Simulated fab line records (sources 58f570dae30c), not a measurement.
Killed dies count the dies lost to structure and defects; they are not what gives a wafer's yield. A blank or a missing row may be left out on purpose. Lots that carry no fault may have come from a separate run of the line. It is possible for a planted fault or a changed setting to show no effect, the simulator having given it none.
Check for tools in common -- flow berkeley-cmos170 -- Lots sampled 14, wafers sampled 42

== WHY THIS WAS OPENED ==
At UCB170_NSD_CD_MEAS_06 the reading cd-nm is flagged on 2 of 14 lots. Fault-free wafers read 1200.4 nm, with a standard deviation of 1.3.
Rule: a lot gets a flag if all its wafers with a number sit over 4 standard deviations from that mean, or if no wafer of it has a number. All remaining lots are regarded as sound.

lot,measured,on,"cd-nm (nm), wafer by wafer",flag
L523,day 7 05:57,cd-sem-02,1202.2 1201.2 1201.3,
L529,day 8 05:09,cd-sem-01,1198.9 1198.5 1199.4,
L530,day 8 05:42,cd-sem-02,1199.9 1200.0 1200.1,
L531,day 8 05:50,cd-sem-01,1202.4 1201.2 1200.4,
L528,day 8 06:26,cd-sem-01,1200.8 1199.6 1199.7,
L534,day 9 01:59,cd-sem-01,1200.7 1201.5 1200.9,
L532,day 9 02:14,cd-sem-02,1199.6 1200.1 1200.2,
L533,day 9 02:29,cd-sem-01,1199.1 1200.5 1200.2,
L537,day 9 19:31,cd-sem-02,1200.7 1199.3 1200.5,
L536,day 9 20:17,cd-sem-02,1199.8 1200.1 1200.5,
L538,day 9 20:31,cd-sem-01,1175.6 1175.7 1176.0,FLAGGED
L540,day 10 07:40,cd-sem-01,1199.5 1199.2 1201.4,
L542,day 10 14:21,cd-sem-01,1175.4 1174.0 1173.2,FLAGGED
L546,day 11 08:13,cd-sem-02,1200.5 1201.5 1201.4,
The mean of the flagged lots' numbers is 1175.0 nm, -25.4 nm from the usual (-20 standard deviations).

== EACH LOT AND THE TOOL IT RAN ON ==
The record keeps 1 process step preceding the reading, out of 331 steps on the route. Every cell lists first the tool, next ch and the chambers used by the sampled wafers, and last the start.
lot,flag,UCB170_NSD_PEB_04
L523,,"litho-track-03 ch 0, day 7 05:41"
L529,,"litho-track-01 ch 0, day 8 04:53"
L530,,"litho-track-03 ch 0, day 8 05:26"
L531,,"litho-track-01 ch 0, day 8 05:34"
L528,,"litho-track-04 ch 0, day 8 06:10"
L534,,"litho-track-01 ch 0, day 9 01:43"
L532,,"litho-track-03 ch 0, day 9 01:58"
L533,,"litho-track-04 ch 0, day 9 02:13"
L537,,"litho-track-01 ch 0, day 9 19:16"
L536,,"litho-track-03 ch 0, day 9 20:01"
L538,FLAGGED,"litho-track-01 ch 0, day 9 20:16"
L540,,"litho-track-04 ch 0, day 10 07:24"
L542,FLAGGED,"litho-track-01 ch 0, day 10 14:05"
L546,,"litho-track-03 ch 0, day 11 07:57"
These steps, and what they do:
- UCB170_NSD_PEB_04
- UCB170_NSD_CD_MEAS_06: target cd 1200 nm.

== FLAGGED AGAINST TOTAL, ONE TOOL AT A TIME (gauges that did the reading follow at the end) ==
step,tool,lots run,flagged,share of the flagged lots,sound lots run after its first flagged lot
UCB170_NSD_PEB_04,litho-track-01,6,2,all,0
UCB170_NSD_PEB_04,litho-track-03,5,0,none,-
UCB170_NSD_PEB_04,litho-track-04,3,0,none,-
UCB170_NSD_CD_MEAS_06,cd-sem-01,8,2,all,1 (L540)
UCB170_NSD_CD_MEAS_06,cd-sem-02,6,0,none,-

== WHAT IS ALLOWED BY THE TABLE ==
Table rows that saw every flagged lot: 2, namely litho-track-01 at UCB170_NSD_PEB_04 and cd-sem-01 at UCB170_NSD_CD_MEAS_06.
- litho-track-01 at UCB170_NSD_PEB_04 ran 6 lots, 2 of them flagged. Last sound lot L537 at day 9 19:16, first flagged lot L538 at day 9 20:16; a fault beginning in between fits. Its own readings (heater-power-total-W) fall more than 4 standard deviations out on all wafers of the flagged lots.
- cd-sem-01 at UCB170_NSD_CD_MEAS_06 ran 8 lots, 2 of them flagged. Sound lots followed the first flagged one (L540) on it, something a lasting fault affecting the whole tool could not allow.
What remains is a single tool, litho-track-01 at UCB170_NSD_PEB_04.

== WHAT WAS PUT IN BY THE SIMULATOR ==
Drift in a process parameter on litho-track-01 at UCB170_NSD_PEB_04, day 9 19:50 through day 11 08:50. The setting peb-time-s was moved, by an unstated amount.
Lots struck among those shown: L538, L542. The rule above reached the same finding.
